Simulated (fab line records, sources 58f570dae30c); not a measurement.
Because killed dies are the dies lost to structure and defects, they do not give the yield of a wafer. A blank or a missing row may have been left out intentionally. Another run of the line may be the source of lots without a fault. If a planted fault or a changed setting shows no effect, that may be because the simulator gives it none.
What tool caused it? / flow berkeley cmos170 / 14 lots with 42 wafers sampled at 5 steps, on a route of 331 steps

== WHAT THE GAUGES READ, wafer by wafer ==
UCB170_V1_CD_MEAS_12: the cd target is 700 nm. Usual: 700.2 nm for cd nm, sd 1.4.
lot=L720; measured=day 7 13:52; on=cd sem-02; cd nm (nm)=698.3 699.5 699.9; flag=
lot=L723; measured=day 8 09:14; on=cd sem-01; cd nm (nm)=701.8 702.7 701.5; flag=
lot=L724; measured=day 8 09:31; on=cd sem-01; cd nm (nm)=699.7 699.0 701.3; flag=
lot=L725; measured=day 8 21:23; on=cd sem-01; cd nm (nm)=699.9 701.9 702.3; flag=
lot=L726; measured=day 8 22:11; on=cd sem-02; cd nm (nm)=699.4 700.1 700.1; flag=
lot=L727; measured=day 8 21:41; on=cd sem-02; cd nm (nm)=700.1 700.5 701.0; flag=
lot=L731; measured=day 9 17:24; on=cd sem-02; cd nm (nm)=702.3 701.2 701.9; flag=
lot=L733; measured=day 10 19:23; on=cd sem-02; cd nm (nm)=706.6 707.0 708.2 706.9 706.8 708.3; flag=OFF
lot=L737; measured=day 10 22:34; on=cd sem-02; cd nm (nm)=704.8 705.7 704.3; flag=OFF
lot=L738; measured=day 10 22:50; on=cd sem-01; cd nm (nm)=701.6 700.2 700.0; flag=
lot=L739; measured=day 11 17:39; on=cd sem-02; cd nm (nm)=699.8 699.2 699.6; flag=
lot=L742; measured=day 11 17:19; on=cd sem-02; cd nm (nm)=700.2 699.9 699.5; flag=
lot=L740; measured=day 11 18:07; on=cd sem-02; cd nm (nm)=700.0 698.3 699.3; flag=
lot=L741; measured=day 11 20:02; on=cd sem-02; cd nm (nm)=698.1 699.7 698.9; flag=

== WHAT TOOL EACH LOT RAN ON (gives the tool, then ch and the chambers of the sampled wafers, and finally the start) ==
lot=L720; UCB170_CONTACT_STRIP_19=plasma asher-02 ch 0,1, day 7 04:41; UCB170_M1_ETCH_11=rie diel-02 ch 0,1,3, day 7 06:54; UCB170_M1_STRIP_13=plasma asher-04 ch 0,1, day 7 07:05; UCB170_V1_SOFTBAKE_08=litho track-04 ch 0, day 7 13:19
lot=L723; UCB170_CONTACT_STRIP_19=plasma asher-02 ch 0,1, day 8 01:01; UCB170_M1_ETCH_11=rie diel-01 ch 0,2, day 8 03:01; UCB170_M1_STRIP_13=plasma asher-01 ch 0,1, day 8 03:11; UCB170_V1_SOFTBAKE_08=litho track-03 ch 0, day 8 08:22
lot=L724; UCB170_CONTACT_STRIP_19=plasma asher-02 ch 0,1, day 8 01:25; UCB170_M1_ETCH_11=rie diel-03 ch 1,2, day 8 03:44; UCB170_M1_STRIP_13=plasma asher-01 ch 1, day 8 03:55; UCB170_V1_SOFTBAKE_08=litho track-02 ch 0, day 8 08:26
lot=L725; UCB170_CONTACT_STRIP_19=plasma asher-01 ch 0,1, day 8 12:16; UCB170_M1_ETCH_11=rie diel-01 ch 0,1,2, day 8 14:12; UCB170_M1_STRIP_13=plasma asher-04 ch 0,1, day 8 14:22; UCB170_V1_SOFTBAKE_08=litho track-02 ch 0, day 8 20:17
lot=L726; UCB170_CONTACT_STRIP_19=plasma asher-01 ch 0,1, day 8 12:44; UCB170_M1_ETCH_11=rie diel-02 ch 0,1,2, day 8 14:27; UCB170_M1_STRIP_13=plasma asher-03 ch 0,1, day 8 14:37; UCB170_V1_SOFTBAKE_08=litho track-04 ch 0, day 8 20:41
lot=L727; UCB170_CONTACT_STRIP_19=plasma asher-03 ch 0,1, day 8 13:53; UCB170_M1_ETCH_11=rie diel-03 ch 1,3, day 8 15:31; UCB170_M1_STRIP_13=plasma asher-03 ch 0,1, day 8 15:42; UCB170_V1_SOFTBAKE_08=litho track-03 ch 0, day 8 20:22
lot=L731; UCB170_CONTACT_STRIP_19=plasma asher-03 ch 0,1, day 9 04:25; UCB170_M1_ETCH_11=rie diel-01 ch 0,1,2, day 9 06:59; UCB170_M1_STRIP_13=plasma asher-01 ch 0,1, day 9 07:09; UCB170_V1_SOFTBAKE_08=litho track-04 ch 0, day 9 16:30
lot=L733; UCB170_CONTACT_STRIP_19=plasma asher-01 ch 0,1, day 10 09:16; UCB170_M1_ETCH_11=rie diel-03 ch 2,3, day 10 11:07; UCB170_M1_STRIP_13=plasma asher-01 ch 0,1, day 10 11:17; UCB170_V1_SOFTBAKE_08=litho track-04 ch 0, day 10 18:08
lot=L737; UCB170_CONTACT_STRIP_19=plasma asher-01 ch 0,1, day 10 15:31; UCB170_M1_ETCH_11=rie diel-01 ch 1,3, day 10 17:37; UCB170_M1_STRIP_13=plasma asher-01 ch 1, day 10 17:47; UCB170_V1_SOFTBAKE_08=litho track-04 ch 0, day 10 21:55
lot=L738; UCB170_CONTACT_STRIP_19=plasma asher-03 ch 0,1, day 10 16:34; UCB170_M1_ETCH_11=rie diel-01 ch 0,3, day 10 18:47; UCB170_M1_STRIP_13=plasma asher-01 ch 0,1, day 10 18:58; UCB170_V1_SOFTBAKE_08=litho track-03 ch 0, day 10 21:56
lot=L739; UCB170_CONTACT_STRIP_19=plasma asher-02 ch 0,1, day 11 09:31; UCB170_M1_ETCH_11=rie diel-02 ch 0,3, day 11 12:11; UCB170_M1_STRIP_13=plasma asher-04 ch 0,1, day 11 12:21; UCB170_V1_SOFTBAKE_08=litho track-02 ch 0, day 11 16:36
lot=L742; UCB170_CONTACT_STRIP_19=plasma asher-03 ch 0,1, day 11 09:47; UCB170_M1_ETCH_11=rie diel-03 ch 2,3, day 11 13:00; UCB170_M1_STRIP_13=plasma asher-03 ch 0, day 11 13:10; UCB170_V1_SOFTBAKE_08=litho track-03 ch 0, day 11 16:37
lot=L740; UCB170_CONTACT_STRIP_19=plasma asher-02 ch 1, day 11 10:32; UCB170_M1_ETCH_11=rie diel-02 ch 0,3, day 11 13:07; UCB170_M1_STRIP_13=plasma asher-04 ch 0,1, day 11 13:17; UCB170_V1_SOFTBAKE_08=litho track-03 ch 0, day 11 17:35
lot=L741; UCB170_CONTACT_STRIP_19=plasma asher-03 ch 0,1, day 11 12:00; UCB170_M1_ETCH_11=rie diel-02 ch 1,2,3, day 11 14:07; UCB170_M1_STRIP_13=plasma asher-03 ch 0,1, day 11 14:17; UCB170_V1_SOFTBAKE_08=litho track-02 ch 0, day 11 18:51
- UCB170_CONTACT_STRIP_19: strips in O2.
- UCB170_M1_ETCH_11: etches BARC in N2/H2.
- UCB170_M1_STRIP_13: strips in O2.
- UCB170_V1_SOFTBAKE_08: time 60 s.

== AS READ BY THE TOOLS THEMSELVES (means over the sampled wafers that have a number; for cases with no such wafer, the mark the record gives instead) ==
UCB170_CONTACT_STRIP_19. Usual: drypump motor current A 5.59 A, standard deviation 0.16; oes product au 0.726 a.u., standard deviation 0.0049.
lot=L720; tool=plasma asher-02; drypump motor current A (A)=5.66; oes product au (a.u.)=0.719; flag=
lot=L723; tool=plasma asher-02; drypump motor current A (A)=5.76; oes product au (a.u.)=0.730; flag=
lot=L724; tool=plasma asher-02; drypump motor current A (A)=5.77; oes product au (a.u.)=0.726; flag=
lot=L725; tool=plasma asher-01; drypump motor current A (A)=5.45; oes product au (a.u.)=0.724; flag=
lot=L726; tool=plasma asher-01; drypump motor current A (A)=5.44; oes product au (a.u.)=0.729; flag=
lot=L727; tool=plasma asher-03; drypump motor current A (A)=5.55; oes product au (a.u.)=0.727; flag=
lot=L731; tool=plasma asher-03; drypump motor current A (A)=5.56; oes product au (a.u.)=0.729; flag=
lot=L733; tool=plasma asher-01; drypump motor current A (A)=5.45; oes product au (a.u.)=0.725; flag=
lot=L737; tool=plasma asher-01; drypump motor current A (A)=5.47; oes product au (a.u.)=0.719; flag=
lot=L738; tool=plasma asher-03; drypump motor current A (A)=5.64; oes product au (a.u.)=0.729; flag=
lot=L739; tool=plasma asher-02; drypump motor current A (A)=5.77; oes product au (a.u.)=0.721; flag=
lot=L742; tool=plasma asher-03; drypump motor current A (A)=5.57; oes product au (a.u.)=0.726; flag=
lot=L740; tool=plasma asher-02; drypump motor current A (A)=5.55; oes product au (a.u.)=0.722; flag=
lot=L741; tool=plasma asher-03; drypump motor current A (A)=5.64; oes product au (a.u.)=0.719; flag=

UCB170_M1_ETCH_11. Usual: drypump motor current A 5.8 A, standard deviation 0.42; oes product au 0.982 a.u., standard deviation 0.021; throttle valve pct 13.37 %, standard deviation 0.14.
lot=L720; tool=rie diel-02; drypump motor current A (A)=5.8; oes product au (a.u.)=1.001; throttle valve pct (%)=13.41; flag=
lot=L723; tool=rie diel-01; drypump motor current A (A)=5.9; oes product au (a.u.)=0.979; throttle valve pct (%)=13.37; flag=
lot=L724; tool=rie diel-03; drypump motor current A (A)=5.7; oes product au (a.u.)=0.986; throttle valve pct (%)=13.37; flag=
lot=L725; tool=rie diel-01; drypump motor current A (A)=5.7; oes product au (a.u.)=0.974; throttle valve pct (%)=13.40; flag=
lot=L726; tool=rie diel-02; drypump motor current A (A)=6.1; oes product au (a.u.)=0.979; throttle valve pct (%)=13.42; flag=
lot=L727; tool=rie diel-03; drypump motor current A (A)=5.4; oes product au (a.u.)=1.011; throttle valve pct (%)=13.32; flag=
lot=L731; tool=rie diel-01; drypump motor current A (A)=5.7; oes product au (a.u.)=0.981; throttle valve pct (%)=13.40; flag=
lot=L733; tool=rie diel-03; drypump motor current A (A)=5.7; oes product au (a.u.)=0.977; throttle valve pct (%)=13.47; flag=
lot=L737; tool=rie diel-01; drypump motor current A (A)=5.2; oes product au (a.u.)=0.964; throttle valve pct (%)=13.43; flag=
lot=L738; tool=rie diel-01; drypump motor current A (A)=6.1; oes product au (a.u.)=0.993; throttle valve pct (%)=13.15; flag=
lot=L739; tool=rie diel-02; drypump motor current A (A)=5.8; oes product au (a.u.)=0.980; throttle valve pct (%)=13.35; flag=
lot=L742; tool=rie diel-03; drypump motor current A (A)=5.7; oes product au (a.u.)=0.987; throttle valve pct (%)=13.49; flag=
lot=L740; tool=rie diel-02; drypump motor current A (A)=5.8; oes product au (a.u.)=0.972; throttle valve pct (%)=13.34; flag=
lot=L741; tool=rie diel-02; drypump motor current A (A)=5.9; oes product au (a.u.)=0.991; throttle valve pct (%)=13.45; flag=

UCB170_M1_STRIP_13. Usual: drypump motor current A 5.7 A, standard deviation 0.36; oes product au 0.720 a.u., standard deviation 0.0044.
lot=L720; tool=plasma asher-04; drypump motor current A (A)=6.1; oes product au (a.u.)=0.721; flag=
lot=L723; tool=plasma asher-01; drypump motor current A (A)=5.5; oes product au (a.u.)=0.719; flag=
lot=L724; tool=plasma asher-01; drypump motor current A (A)=5.5; oes product au (a.u.)=0.721; flag=
lot=L725; tool=plasma asher-04; drypump motor current A (A)=6.1; oes product au (a.u.)=0.717; flag=
lot=L726; tool=plasma asher-03; drypump motor current A (A)=5.6; oes product au (a.u.)=0.718; flag=
lot=L727; tool=plasma asher-03; drypump motor current A (A)=5.6; oes product au (a.u.)=0.718; flag=
lot=L731; tool=plasma asher-01; drypump motor current A (A)=5.5; oes product au (a.u.)=0.719; flag=
lot=L733; tool=plasma asher-01; drypump motor current A (A)=5.4; oes product au (a.u.)=0.718; flag=
lot=L737; tool=plasma asher-01; drypump motor current A (A)=5.5; oes product au (a.u.)=0.719; flag=
lot=L738; tool=plasma asher-01; drypump motor current A (A)=5.5; oes product au (a.u.)=0.721; flag=
lot=L739; tool=plasma asher-04; drypump motor current A (A)=6.3; oes product au (a.u.)=0.717; flag=
lot=L742; tool=plasma asher-03; drypump motor current A (A)=5.5; oes product au (a.u.)=0.718; flag=
lot=L740; tool=plasma asher-04; drypump motor current A (A)=6.3; oes product au (a.u.)=0.722; flag=
lot=L741; tool=plasma asher-03; drypump motor current A (A)=5.6; oes product au (a.u.)=0.719; flag=

UCB170_V1_SOFTBAKE_08. Usual: heater power total W 56.80 W, standard deviation 0.042; plate temp C 130.02 C, standard deviation 0.15.
lot=L720; tool=litho track-04; heater power total W (W)=56.75; plate temp C (C)=129.98; flag=
lot=L723; tool=litho track-03; heater power total W (W)=56.77; plate temp C (C)=130.33; flag=
lot=L724; tool=litho track-02; heater power total W (W)=56.77; plate temp C (C)=129.99; flag=
lot=L725; tool=litho track-02; heater power total W (W)=56.78; plate temp C (C)=130.09; flag=
lot=L726; tool=litho track-04; heater power total W (W)=56.81; plate temp C (C)=129.96; flag=
lot=L727; tool=litho track-03; heater power total W (W)=56.83; plate temp C (C)=130.05; flag=
lot=L731; tool=litho track-04; heater power total W (W)=56.83; plate temp C (C)=129.98; flag=
lot=L733; tool=litho track-04; heater power total W (W)=57.98; plate temp C (C)=132.06; flag=OFF
lot=L737; tool=litho track-04; heater power total W (W)=58.01; plate temp C (C)=132.09; flag=OFF
lot=L738; tool=litho track-03; heater power total W (W)=56.82; plate temp C (C)=130.17; flag=
lot=L739; tool=litho track-02; heater power total W (W)=56.85; plate temp C (C)=130.06; flag=
lot=L742; tool=litho track-03; heater power total W (W)=56.81; plate temp C (C)=129.99; flag=
lot=L740; tool=litho track-03; heater power total W (W)=56.79; plate temp C (C)=130.11; flag=
lot=L741; tool=litho track-02; heater power total W (W)=56.79; plate temp C (C)=129.87; flag=

== THE ANSWER, worked out from the rows above alone ==
Rule: a lot counts as off when the mean over its wafers that have a number is more than 3 standard deviations away from the usual mean. A lot without any number at a reading at which 4 lots or more have one is off too. Any other lot the step has rows for is counted as sound. Order of review: gauges by route order, followed by the tools' own readings, for which a lot's mean as printed above is used. The first step at which some lot is off is used, and at that step the reading that is off furthest; a lot without a number counts as furthest.
Off: L733, L737, at UCB170_V1_CD_MEAS_12 (cd nm).
If a tool, at a process step before that reading, ran all the lots that are off and no sound lot after the first of them, it fits. Not tried: the gauges at UCB170_V1_CD_MEAS_12; whatever is off there is also off at UCB170_V1_SOFTBAKE_08, on other tools, and gauge error can't account for it. Undecided on this evidence; 2 tools fit (plasma asher-01 at UCB170_CONTACT_STRIP_19, litho track-04 at UCB170_V1_SOFTBAKE_08).

== WHAT THE SIMULATOR PUT IN ==
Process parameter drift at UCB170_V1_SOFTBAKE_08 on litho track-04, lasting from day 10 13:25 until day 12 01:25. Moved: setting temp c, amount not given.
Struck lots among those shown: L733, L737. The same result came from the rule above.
